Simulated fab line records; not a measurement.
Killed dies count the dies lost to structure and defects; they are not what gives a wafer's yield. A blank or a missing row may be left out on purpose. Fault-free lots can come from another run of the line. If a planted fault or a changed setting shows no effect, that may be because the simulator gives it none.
8D (eight disciplines) problem report, filled in by code | flow rit_cmos | the parts of the form that need people (team, actions taken, sign-off) are left out

## 1. THE ISSUE
A mean of 0.774 a.u. is read at RIT_GATE_ETCH_19 for oes_product_au, taken on 1 wafer of 1 lot, against 0.838 a.u. (standard deviation 0.014) on wafers free of any fault. That puts it -4.6 standard deviations away from the usual mean.
The step: etches poly-Si in SF6/CHF3/O2, stops on SiO2, time 165 s, target depth 312.5 nm.
The first sign was on wafer L694.1 at day 6 20:37, on rie_si-02. Wafers with a number at this step in the record: 39, from 13 lots. By rule, "out" or "out of limits" means more than 4 standard deviations away from the usual mean. Any other wafer with a number is counted as sound.

## 2. WHAT IT IS; WHAT IT IS NOT
question                    | is               | is not
which readings at this step | oes_product_au   | O2_flow_sccm, drypump_motor_current_A, throttle_valve_pct
which lots                  | L694             | L676, L677, L678, L679, L680, L682, L683, L685, L686, L689, L695, L697
which wafers of those lots  | L694.1           | L694.2, L694.3
read on which tools         | rie_si-02        | rie_si-01
when                        | from day 6 20:37 | up to then (32 sound wafers); but 6 sound wafers of L695, L697 came after

## 3. WHAT RULES OUT EACH SUSPECT
Counting: if a tool at a process step up to the reading ran every lot that is out, it stays a suspect. Sound lots after the first of them don't rule it out here, since some wafers of a struck lot are sound.
- rie_si-02 at RIT_GATE_ETCH_19 (etches poly-Si in SF6/CHF3/O2, stops on SiO2, time 165 s, target depth 312.5 nm): kept. It ran the lot that is out, L694 (day 6 20:37); its last sound lot up to then is L686 (day 5 04:05). On those wafers its own readings are out: oes_product_au.
- In rie_si-02 at RIT_GATE_ETCH_19, the wafers that are out were processed in chamber 3 and their sound lot-mates in chambers 0, 2.
Remaining after the count: rie_si-02 at RIT_GATE_ETCH_19.

## 4. THE CAUSE (what the simulator had put in)
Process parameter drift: rie_si-02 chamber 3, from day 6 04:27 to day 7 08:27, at RIT_GATE_ETCH_19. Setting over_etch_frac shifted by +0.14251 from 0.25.
Only this tool survived the counting.

## 5. THE CHAIN OF EFFECTS, in route order
Each row: a reading where the mean over the struck wafers with a number is more than 3 standard deviations away from the usual. Only readings for which the record gives a usual standard deviation are gone through. hours: the time from each lot's start at the first step in this table that gives one to its start at this step, as a median over the lots. sigmas: the change in usual standard deviations.
hours | step             | reading        | usual      | on struck wafers | change | sigmas
0     | RIT_GATE_ETCH_19 | oes_product_au | 0.838 a.u. | 0.774            | -0.064 | -4.6
It contains these process steps:
- RIT_GATE_ETCH_19: etches poly-Si in SF6/CHF3/O2, stops on SiO2, time 165 s, target depth 312.5 nm.

## 6. WHAT WOULD HAVE CAUGHT IT SOONER
16 hours passed between the start of the fault at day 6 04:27 and the first reading out of limits in this record, taken at day 6 20:37.
